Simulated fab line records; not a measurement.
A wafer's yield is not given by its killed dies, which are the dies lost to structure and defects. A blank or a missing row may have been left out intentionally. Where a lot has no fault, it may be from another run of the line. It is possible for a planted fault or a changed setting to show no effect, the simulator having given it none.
Split-lot study    flow berkeleyCmos170    route with 331 steps; 5 lots, 23 wafers read

== THE SPLIT ITSELF ==
At UCB170_NLDD_EXPOSE_03 (exposes mask NSELECT, target cd 1200 nm), the setting doseMj was moved away from the recipe's 30 on 7 of the 23 wafers read, by -6.2% to +3.2%. This setting was run at the recipe's value on the other wafers.

== FROM THE SPLIT TO THE READING: what the file shows between them, 2 steps ==
- UCB170_NLDD_PEB_04
- UCB170_NLDD_DEVELOP_05: develop time 45 s

== THE READING ==
cdNm at UCB170_NLDD_CD_MEAS_06, given in nm (cd target 1200 nm). Typical for fault-free wafers on this fab line: 1199.9 nm, with standard deviation 1.1 nm.

wafer   tool, chamber at the split  doseMj as run  against the recipe  cdNm, nm  against lot-mates on the recipe
L076.1  krfScanner-01, 0            28.68          -4.4%               1190.5    -7.8
L076.2  krfScanner-01, 0            30             recipe              1198.5    -
L076.4  krfScanner-01, 0            30             recipe              1198.5    -
L076.5  krfScanner-01, 0            28.68          -4.4%               1190.8    -7.5
L076.6  krfScanner-01, 0            30             recipe              1198.0    -
L074.2  krfScanner-02, 0            30             recipe              1198.6    -
L074.3  krfScanner-02, 0            30             recipe              1199.6    -
L074.5  krfScanner-02, 0            30             recipe              1197.8    -
L080.1  krfScanner-01, 0            30             recipe              1199.1    -
L080.3  krfScanner-01, 0            30             recipe              1198.9    -
L080.4  krfScanner-01, 0            30             recipe              1199.7    -
L080.5  krfScanner-01, 0            30             recipe              1198.8    -
L080.6  krfScanner-01, 0            30             recipe              1200.3    -
L081.2  krfScanner-01, 0            30.96          +3.2%               1205.3    +5.6
L081.3  krfScanner-01, 0            30.96          +3.2%               1204.8    +5.1
L081.4  krfScanner-01, 0            30             recipe              1199.1    -
L081.5  krfScanner-01, 0            30             recipe              1199.6    -
L081.6  krfScanner-01, 0            30             recipe              1200.5    -
L083.1  krfScanner-02, 0            30             recipe              1200.5    -
L083.2  krfScanner-02, 0            28.14          -6.2%               1190.1    -10.6
L083.3  krfScanner-02, 0            28.14          -6.2%               1188.5    -12.2
L083.5  krfScanner-02, 0            28.14          -6.2%               1189.9    -10.8
L083.6  krfScanner-02, 0            30             recipe              1200.9    -

THE FIT
A straight line over all 23 wafers: cdNm changes by +1.69 nm for each +1% of doseMj; r = +0.98; the points scatter about the line by 0.96 nm.
The same after taking each lot's own level away (the mean of its wafers on the recipe; 23 wafers): +1.77 nm for each +1%; r = +0.99; scatter 0.56 nm.
According to that fit, moving doseMj by its largest amount changes the reading by 11 nm.
The span of the lots' own levels, 1198.33 to 1200.70 nm, comes to 2.2 times the standard deviation stated above.
Consequently the slope shifts little with the lot-to-lot level, the two slopes agreeing.
Check: with one of the wafers moved furthest among these (-6.2%) left out of the fit, the line predicts -11.1 nm for it against its lot-mates. Against them it came out at -10.6 nm.

== ADDITIONAL SPLITS CARRIED BY THESE WAFERS ==
These wafers also went through other splits before the reading. Each is held against what the fit with the lots' levels taken away leaves over:
other split on the same wafers  wafers away from the commonest value  r with cdNm (lot level and that fit taken away)
UCB170_NVT_COAT_01 resistThkNm  4                                     +0.16
UCB170_PVT_COAT_01 spinRpm      4                                     -0.05
UCB170_PVT_IMPLANT_07 doseCm2   10                                    -0.10
UCB170_GATE_CVD_04 timeS        18                                    +0.03
UCB170_PLDD_EXPOSE_03 doseMj    5                                     -0.16

== FILE'S OWN FIT ==
cdNm changes by +1.77 nm for each +1% of doseMj, r = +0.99.
